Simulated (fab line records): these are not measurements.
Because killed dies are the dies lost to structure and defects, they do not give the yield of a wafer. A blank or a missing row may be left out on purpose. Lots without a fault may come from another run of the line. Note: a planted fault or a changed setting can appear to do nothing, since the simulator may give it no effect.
Split-lot study / flow rit cmos / 11 wafers read across 5 lots, on a route 202 steps long

## ABOUT THE SPLIT
At RIT_M1_METAL_ETCH_12 (etches Al in Cl2/BCl3, stops on SiO2, time 165 s, target depth 600 nm), the setting time s was moved away from the recipe's 165 s on 4 of the 11 wafers read, by +4.8% to +14.8%. This setting was run at the recipe's value on the other wafers.

The split's own step is where the reading is taken.

## THE READING
NOVOLAK_of_M1_COAT_04.thk nm (the simulator's own value, which no gauge read), in nm, at RIT_M1_METAL_ETCH_12 (etches Al in Cl2/BCl3, stops on SiO2, time 165 s, target depth 600 nm). There is no usual value for it anywhere in the file. Average 806.2 nm, standard deviation 6.5 nm, over the 7 wafers here run with the recipe.

wafer=L074.2; tool, chamber at the split=rie metal-03, 1; time s as run, s=173; against the recipe=+4.8%; NOVOLAK_of_M1_COAT_04.thk nm, nm=786.2; against lot-mates on the recipe=no lot-mate on the recipe
wafer=L074.4; tool, chamber at the split=rie metal-03, 0; time s as run, s=173; against the recipe=+4.8%; NOVOLAK_of_M1_COAT_04.thk nm, nm=793.6; against lot-mates on the recipe=no lot-mate on the recipe
wafer=L078.2; tool, chamber at the split=rie metal-01, 0; time s as run, s=175.8; against the recipe=+6.5%; NOVOLAK_of_M1_COAT_04.thk nm, nm=778; against lot-mates on the recipe=-32.5
wafer=L078.5; tool, chamber at the split=rie metal-01, 1; time s as run, s=165; against the recipe=recipe; NOVOLAK_of_M1_COAT_04.thk nm, nm=810.5; against lot-mates on the recipe=-
wafer=L080.3; tool, chamber at the split=rie metal-03, 1; time s as run, s=165; against the recipe=recipe; NOVOLAK_of_M1_COAT_04.thk nm, nm=802.1; against lot-mates on the recipe=-
wafer=L080.4; tool, chamber at the split=rie metal-03, 0; time s as run, s=165; against the recipe=recipe; NOVOLAK_of_M1_COAT_04.thk nm, nm=805.3; against lot-mates on the recipe=-
wafer=L082.1; tool, chamber at the split=rie metal-04, 0; time s as run, s=165; against the recipe=recipe; NOVOLAK_of_M1_COAT_04.thk nm, nm=812.7; against lot-mates on the recipe=-
wafer=L082.2; tool, chamber at the split=rie metal-04, 1; time s as run, s=165; against the recipe=recipe; NOVOLAK_of_M1_COAT_04.thk nm, nm=813.1; against lot-mates on the recipe=-
wafer=L082.3; tool, chamber at the split=rie metal-04, 0; time s as run, s=165; against the recipe=recipe; NOVOLAK_of_M1_COAT_04.thk nm, nm=806.7; against lot-mates on the recipe=-
wafer=L083.1; tool, chamber at the split=rie metal-03, 1; time s as run, s=165; against the recipe=recipe; NOVOLAK_of_M1_COAT_04.thk nm, nm=793.2; against lot-mates on the recipe=-
wafer=L083.4; tool, chamber at the split=rie metal-03, 1; time s as run, s=189.5; against the recipe=+14.8%; NOVOLAK_of_M1_COAT_04.thk nm, nm=747.2; against lot-mates on the recipe=-46.0

THE FIT
A straight line over all 11 wafers: NOVOLAK_of_M1_COAT_04.thk nm changes by -3.96 nm for each +1% of time s; r = -0.95; the points scatter about the line by 6.2 nm.
The same after taking each lot's own level away (the mean of its wafers on the recipe; 9 wafers): -3.34 nm for each +1%; r = -0.97; scatter 4.7 nm.
On that fit, the largest move of time s shifts the reading by 50 nm.
From 793.20 to 810.83 nm: that is the span of the lots' own levels, equal to 2.7 times the standard deviation above.
So the slope is not independent of the lot-to-lot level: the two fits are not the same.
Check: with one of the wafers moved furthest among these (+14.8%) left out of the fit, the line predicts -73.7 nm for it against its lot-mates. It came out at -46 nm against them.
Tool readings at the split's step, against how far the setting was moved: oes product au r = -0.01.

## FILE'S OWN FIT
NOVOLAK_of_M1_COAT_04.thk nm changes by -3.41 nm for each +1% of time s, r = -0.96.
